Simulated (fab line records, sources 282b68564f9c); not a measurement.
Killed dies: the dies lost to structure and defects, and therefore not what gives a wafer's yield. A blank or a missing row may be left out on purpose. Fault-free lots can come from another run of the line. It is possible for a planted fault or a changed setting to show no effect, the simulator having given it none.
2 desks, one fault ; flow rit_cmos ; each desk holds nothing but its own numbers, with what lay behind them at the end

## AT THE TOOL OWNER'S DESK: pecvd-01
The tool's own readings at RIT_CONTACT_CVD_00 (deposits SiO2 from TEOS, target thk 400 nm, time 61 s): means of the sampled wafers that have a number, for each lot that ran on this tool. Any lot whose mean is over 4 standard deviations away from the usual mean is out of limits and marked OUT; that distance is given in the brackets.
Columns: A = heater_power_w at RIT_CONTACT_CVD_00, usual 317 W; B = run_length_s at RIT_CONTACT_CVD_00, usual 88.8 s
lot;first seen here;A;B
L168;day 3 10:38;290;88.5
L171;day 4 02:45;311;88.4
L174;day 4 20:40;336;88.8
L180;day 6 01:11;333;94.1 (+9.4) OUT
L182;day 6 13:51;351;99.5 (+19) OUT
This desk's verdict: out of limits on L180, L182, starting with L180 at day 6 01:11 (run_length_s at RIT_CONTACT_CVD_00). In limits: L168, L171, L174.

## AT THE METROLOGY DESK
Means of the sampled wafers that have a number, per lot and without regard to the tool the lot ran on: this is what the gauges read. Any lot whose mean is over 4 standard deviations away from the usual mean is out of limits and marked OUT; that distance is given in the brackets.
Columns: A = NRETRO_OVL at RIT_NRETRO_OVL_MEAS_06, usual 0.1 nm; B = CONTACT_TEOS_THK at RIT_CONTACT_THK_MEAS_01, usual 401 nm
lot;first seen here;A;B
L168;day 2 11:31;0.4;404
L170;day 2 22:07;1.2;402
L171;day 3 03:05;-0.2;403
L172;day 3 10:05;-0.7;401
L173;day 3 15:08;-0.4;394
L174;day 3 19:58;0.3;404
L180;day 5 02:18;-2.3;441 (+8.4) OUT
L181;day 5 07:36;2.2;398
L182;day 5 11:23;-0.9;476 (+16) OUT
L183;day 5 16:21;1.5;393
L186;day 6 05:36;0.5;399
L187;day 6 16:08;-0.1;403
L189;day 6 21:22;1.3;402
L190;day 7 03:56;-1.3;399
This desk's finding: out of limits on L180, L182; first on L180, day 6 01:14 (CONTACT_TEOS_THK at RIT_CONTACT_THK_MEAS_01). In limits: L168, L170, L171, L172, L173, L174, L181, L183, L186, L187, L189, L190.

## BROUGHT TOGETHER
The tool owner's desk could have raised an alarm at day 6 01:11, on L180, L182.
An alarm was possible from the metrology desk at day 6 01:14, on L180, L182.
RIT_CONTACT_CVD_00 was run on pecvd-01 by each of the lots named.

## WHAT WAS PUT IN BY THE SIMULATOR
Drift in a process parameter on pecvd-01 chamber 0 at RIT_CONTACT_CVD_00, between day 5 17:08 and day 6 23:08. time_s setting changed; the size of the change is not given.
Shown lots that were struck: L180, L182.
Delay (hours) between the fault's onset and each desk's first out-of-limits reading: 8 at the tool owner's desk, 8 at the metrology desk.
